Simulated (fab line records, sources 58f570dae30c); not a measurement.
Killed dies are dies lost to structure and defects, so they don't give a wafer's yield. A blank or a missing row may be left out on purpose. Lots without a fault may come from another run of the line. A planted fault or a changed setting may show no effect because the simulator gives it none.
fab line records | flow berkeley_cmos170
record lots=13 wafers=39 last_day=12
route steps=331 shown M2@289
lots that met no fault: from a run of the same line without faults
start_h: hours from the record's first day to the start of the lot's first wafer shown | wait_h: hours since the lot's step before | " the same as in the row above | L1.1+2: a row that stands for several wafers | - no value, or no start given | * or withheld: withheld | < > ~ a bound
route shown NAME@n: a module of which the file shows steps, and the number in the route of the first | usual: mean/standard deviation of fault-free wafers | same: alike in all rows | chamber/n: place in a boat | sites: the reading at each site | _std_site: their standard deviation | _edge_site: outer sites' mean less inner sites' | radius_mm: how far each site lies from the wafer's centre | mask NAME#n: copy n | behind: the tool/chamber that last shaped the wafer | hold: why the lot was held/for how many hours/how that ended | device: the transistor (n, p or np) that didn't switch | end of line: the same wafers' tests at the end of the route | a step without rows: its recipe alone | killed: dies lost to structure and defects at the first sort, not the wafer's yield | map: a wafer's dies, x killed, . not, _ none there
set.NAME: the setting as run; set.NAME@STEP: as run at that earlier step | model.NAME: the simulator's own value behind a step, which no gauge read
steps of the route over a sample of lots; a table a step, a row a wafer
services: from which hour (start_h, from the record's first day; less than 0 if before it) a tool's chamber was out of use, for how many hours, and why
## steps
# step UCB170_M2_METAL_ETCH_18
# recipe chemistry=Cl2/BCl3 target=Al stop_on=SiO2 pressure_mtorr=12 target_depth_a=11700 over_etch_frac=0.3 time_s=195 icp_w=600 bias_w=120 Cl2_flow_sccm=90 bcl3_flow_sccm=45
# usual drypump_motor_current_A=5.5/0.61 oes_product_au=0.854/0.013 throttle_valve_pct=24.49/0.12
# columns lot.wafer tool chamber start_h wait_h drypump_motor_current_A oes_product_au rf_hours_counter_h throttle_valve_pct
L868.2 rie_metal-02 1 190.08 - 6.3 0.851 1 24.41
L868.5 " 1 " " 6.3 0.858 - 24.42
L868.6 " 0 " " 4.9 0.854 - 24.65
L866.2 rie_metal-01 1 190.16 - 6.0 0.867 13 24.66
L866.5 " 1 " " 6.1 0.863 - 24.67
L866.6 " 0 " " 5.4 0.832 - 24.30
L867.1 rie_metal-03 1 190.36 - 5.6 0.870 9 24.51
L867.2 " 1 " " 5.6 0.864 - 24.49
L867.5 " 1 " " 5.6 0.859 - 24.52
L869.1 rie_metal-02 0 205.93 - 4.8 0.866 9 24.66
L869.3 " 1 " " 6.4 0.862 - 24.41
L869.4 " 0 " " 4.9 0.869 - 24.65
L871.2 rie_metal-01 1 211.21 - 6.1 0.865 13 24.67
L871.3 " 0 " " 5.4 0.839 - 24.31
L871.4 " 1 " " 6.1 0.868 - 24.67
L875.2 rie_metal-03 1 220.90 - 5.6 0.852 10 24.51
L875.4 " 0 " " 4.6 0.844 - 24.38
L875.6 " 1 " " 5.6 0.856 - 24.50
L879.1 rie_metal-03 0 234.51 - 4.6 0.837 1 24.37
L879.2 " 1 " " 5.6 0.843 11 24.50
L879.3 " 1 " " 5.5 0.853 - 24.53
L881.1 rie_metal-02 1 257.00 - 6.3 0.861 3 24.42
L881.4 " 0 " " 4.9 0.865 - 24.65
L881.6 " 1 " " 6.3 0.851 - 24.43
L883.2 rie_metal-01 0 258.37 - 5.4 0.840 14 24.31
L883.3 " 1 " " 6.1 0.884 - 24.66
L883.4 " 0 " " 5.4 0.850 - 24.33
L882.1 rie_metal-02 1 259.92 - 6.3 0.850 4 24.40
L882.3 " 0 " " 4.9 0.872 - 24.64
L882.5 " 1 " " 6.3 0.854 - 24.42
L887.1 rie_metal-02 0 281.39 - 4.9 0.869 12 24.66
L887.2 " 1 " " 6.2 0.864 4 24.41
L887.5 " 1 " " 6.3 0.857 - 24.39
L889.2 rie_metal-01 0 285.57 - 5.4 0.831 15 24.31
L889.5 " 0 " " 5.4 0.824 - 24.32
L889.6 " 1 " " 6.1 0.873 - 24.66
L888.2 rie_metal-02 0 286.06 - 4.9 0.860 12 24.66
L888.4 " 0 " " 4.9 0.859 - 24.65
L888.6 " 0 " " 4.9 0.865 - 24.64
# step UCB170_M2_STRIP_19
# recipe chemistry=O2 power_w=400 pressure_mtorr=3500 platen_temp_c=withheld o2_flow_sccm=400 overash_fraction=0.5
# usual drypump_motor_current_A=5.6/0.38 o2_flow_sccm=399.8/1.2 oes_product_au=0.543/0.013
# columns lot.wafer tool chamber start_h wait_h drypump_motor_current_A o2_flow_sccm oes_product_au rf_hours_counter_h
L868.2 plasma_asher-04 0 190.27 0.1 6.5 399.3 0.514 8
L868.5 " 0 " " 6.5 400.0 0.520 -
L868.6 " 1 " " 5.6 401.1 0.543 -
L866.2 plasma_asher-02 0 190.34 0.1 5.4 399.4 0.553 47
L866.5 " 0 " " 5.4 396.6 0.561 -
L866.6 " 1 " " 5.8 400.3 0.548 -
L867.1 plasma_asher-02 1 190.73 0.3 5.8 401.1 0.554 47
L867.2 " 0 " " 5.4 400.4 0.555 47
L867.5 " 1 " " 5.8 398.5 0.558 -
L869.1 plasma_asher-04 0 206.11 0.1 6.5 400.8 0.542 10
L869.3 " 0 " " 6.5 401.0 0.519 -
L869.4 " 1 " " 5.6 400.7 0.541 -
L871.2 plasma_asher-01 1 211.39 0.1 5.7 399.5 0.559 51
L871.3 " 0 " " 5.2 397.7 0.547 -
L871.4 " 1 " " 5.7 397.9 0.553 -
L875.2 plasma_asher-01 1 221.09 0.1 5.7 400.3 0.683 53
L875.4 " 0 " " 5.2 398.4 0.538 -
L875.6 " 0 " " 5.2 398.4 0.689 -
L879.1 plasma_asher-01 0 234.70 0.1 5.2 400.9 0.542 55
L879.2 " 1 " " 5.7 401.3 0.693 55
L879.3 " 0 " " 5.2 400.7 0.684 -
L881.1 plasma_asher-02 1 257.18 0.1 5.8 399.1 0.514 51
L881.4 " 1 " " 5.8 401.6 0.536 -
L881.6 " 0 " " 5.4 400.1 0.512 -
L883.2 plasma_asher-04 1 258.55 0.1 5.6 401.8 0.538 16
L883.3 " 1 " " 5.6 398.8 0.560 -
L883.4 " 0 " " 6.5 399.1 0.553 -
L882.1 plasma_asher-01 0 260.10 0.1 5.2 399.2 0.526 58
L882.3 " 1 " " 5.7 399.7 0.537 -
L882.5 " 0 " " 5.2 399.4 0.517 -
L887.1 plasma_asher-02 1 281.58 0.1 5.8 400.7 0.545 54
L887.2 " 0 " " 5.4 399.8 0.525 54
L887.5 " 1 " " 5.8 399.8 0.520 -
L889.2 plasma_asher-02 1 285.76 0.1 5.8 398.7 0.552 54
L889.5 " 1 " " 5.8 399.3 0.545 -
L889.6 " 0 " " 5.4 398.5 0.568 -
L888.2 plasma_asher-04 0 286.25 0.1 6.5 398.3 0.545 20
L888.4 " 1 " " 5.6 398.2 0.563 -
L888.6 " 0 " " 6.5 398.9 0.552 -
# step UCB170_M2_CD_MEAS_90
# recipe target_cd_nm=700
# usual cd_nm=699.6/2.6
# columns lot.wafer tool chamber start_h wait_h cd_nm
L868.2 cd_sem-02 - 190.42 0.1 701.0
L868.5 " - " " 702.9
L868.6 " - " " 701.5
L866.2 cd_sem-01 - 190.49 0.1 698.3
L866.5 " - " " 698.7
L866.6 " - " " 699.2
L867.1 cd_sem-02 - 190.83 0.1 700.4
L867.2 " - " " 700.5
L867.5 " - " " 702.7
L869.1 cd_sem-01 - 206.21 0.1 702.3
L869.3 " - " " 701.0
L869.4 " - " " 701.2
L871.2 cd_sem-01 - 211.51 0.1 698.5
L871.3 " - " " 702.4
L871.4 " - " " 700.4
L875.2 cd_sem-01 - 221.21 0.1 704.8
L875.4 " - " " 696.5
L875.6 " - " " 703.9
L879.1 cd_sem-02 - 234.80 0.1 698.7
L879.2 " - " " 708.4
L879.3 " - " " 708.4
L881.1 cd_sem-02 - 257.28 0.1 705.2
L881.4 " - " " 704.0
L881.6 " - " " 702.9
L883.2 cd_sem-02 - 258.67 0.1 702.2
L883.3 " - " " 698.6
L883.4 " - " " 700.3
L882.1 cd_sem-02 - 260.20 0.1 700.5
L882.3 " - " " 698.8
L882.5 " - " " 700.3
L887.1 cd_sem-01 - 281.68 0.1 699.0
L887.2 " - " " 695.1
L887.5 " - " " 697.0
L889.2 cd_sem-01 - 285.88 0.1 705.8
L889.5 " - " " 701.0
L889.6 " - " " 695.6
L888.2 cd_sem-02 - 286.37 0.1 698.2
L888.4 " - " " 700.6
L888.6 " - " " 700.7
## services
# columns tool chamber start_h hours kind
rie_metal-03 0 170.30 - clean
rie_metal-03 0 170.30 21.9 scheduled_down
rie_metal-03 0 170.30 21.9 vent_cycle
plasma_asher-02 - 180.96 2.3 repair
rie_metal-03 - 188.44 1.8 repair
rie_metal-03 1 191.96 2.5 repair
plasma_asher-02 - 200.59 14.6 pm
plasma_asher-02 - 215.19 15.6 pm
rie_metal-01 - 221.36 10.0 pm
rie_metal-02 - 223.43 2.8 pm
plasma_asher-02 - 230.79 2.8 pm
plasma_asher-04 - 231.12 1.9 repair
rie_metal-02 - 264.69 6.0 repair
rie_metal-02 1 272.20 4.6 repair
## key
first_sign step=UCB170_M2_STRIP_19 reading=oes_product_au direction=up sigmas=11 usual=0.543 struck=0.687
effect step=UCB170_M2_CD_MEAS_90 reading=cd_nm direction=up sigmas=2.6 usual=699.6 struck=706.4
met_at UCB170_M2_METAL_ETCH_18
struck_lots L875,L879
struck_wafers L875.2,L875.6,L879.2,L879.3
sort_left_out L875.2,L875.6,L879.2,L879.3
onset_between 190.36 220.90
fault kind=process_parameter_drift tool=rie_metal-03 chamber=1 onset_h=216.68 steps=UCB170_M2_METAL_ETCH_18 channel=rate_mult offset=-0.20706 shape=step end_h=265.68
# sort_left_out: the simulated sort isn't trusted on such a fault, so these wafers' sort isn't shown, and their yield isn't known
